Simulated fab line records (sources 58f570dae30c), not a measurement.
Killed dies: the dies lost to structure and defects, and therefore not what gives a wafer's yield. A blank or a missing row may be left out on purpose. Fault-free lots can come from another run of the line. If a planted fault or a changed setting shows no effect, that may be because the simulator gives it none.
8D (eight disciplines) problem report, filled in by code ; flow berkeley cmos170 ; the parts of the form that need people (team, actions taken, sign-off) are left out

== 1. WHAT IS WRONG ==
cd nm at UCB170_PSD_CD_MEAS_06 reads a mean of 1168.0 nm on 6 wafers of 2 lots; wafers without a fault read 1200.3 nm with a standard deviation of 1.5. Relative to the usual mean, that is a shift of -22 standard deviations.
The step: target cd 1200 nm.
The first sign was on wafer L179.1 at day 8 11:24, on cd sem-02. The record has a number at this step for 42 wafers belonging to 14 lots. Rule for "out", or "out of limits": more than 4 standard deviations from the usual mean. Any other wafer with a number is counted as sound.

== 2. WHAT IT IS, WHAT IT ISN'T ==
question;is;is not
which readings at this step;cd nm;-
which lots;L179, L184;L169, L170, L171, L172, L174, L175, L177, L180, L182, L183, L188, L191
which wafers of those lots;all that have a number;-
read on which gauges;cd sem-02;cd sem-01
when;from day 8 11:24;"up to then (21 sound wafers); but 15 sound wafers of L180, L182, L183, L188, L191 came after"

== 3. THE SUSPECTS, EACH WITH WHAT RULES IT OUT ==
Counting: a tool at any process step up to the reading remains a suspect when it ran all the lots that are out and ran no sound lot after the first of those.
- the gauge at UCB170_PSD_CD_MEAS_06: ruled out. All the wafers that are out were read on cd sem-02, but those of them that UCB170_PSD_PEB_04 has rows for are out there too, on other tools.
- litho track-02 at UCB170_PSD_PEB_04: kept. Every lot that is out went through it, starting with L179 (day 8 11:08), and after that it ran no sound lot; the last sound lot it ran before then is L177 (day 8 04:14). Its own readings are out on those wafers: heater power total W.
Left after counting: litho track-02 at UCB170_PSD_PEB_04.

== 4. THE CAUSE (what the simulator had put in) ==
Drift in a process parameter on litho track-02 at UCB170_PSD_PEB_04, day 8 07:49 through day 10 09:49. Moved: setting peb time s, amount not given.
This tool alone remained once counting was done.

== 5. SEQUENCE OF EFFECTS, ordered by route ==
One row per reading whose mean, taken over the struck wafers that have a number, lies over 3 standard deviations from the usual. Only readings for which the record gives a usual standard deviation are gone through. hours: the time from each lot's start at the first step in this table that gives one to its start at this step, as a median over the lots. sigmas: the change in usual standard deviations.
hours;step;reading;usual;on struck wafers;change;sigmas
0;UCB170_PSD_PEB_04;heater power total W;56.80 W;65.93;+9.13;+99 or more
0;UCB170_PSD_CD_MEAS_06;cd nm;1200.3 nm;1168.0;-32.3;-22
It contains these process steps:
- UCB170_PSD_PEB_04

== 6. WHAT WOULD HAVE CAUGHT IT SOONER ==
The first out-of-limits reading at a measuring or inspecting step in this record came at day 8 11:24, 4 hours after the fault's start at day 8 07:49.
Tool's own readings at UCB170_PSD_PEB_04, heater power total W: out on all struck wafers the step has rows for; an alarm limit on them would have tripped on the first.
L184, from the lots that are out (2), started UCB170_PSD_PEB_04 on litho track-02 later than day 8 11:24. Holding the tool at that time would have saved it.
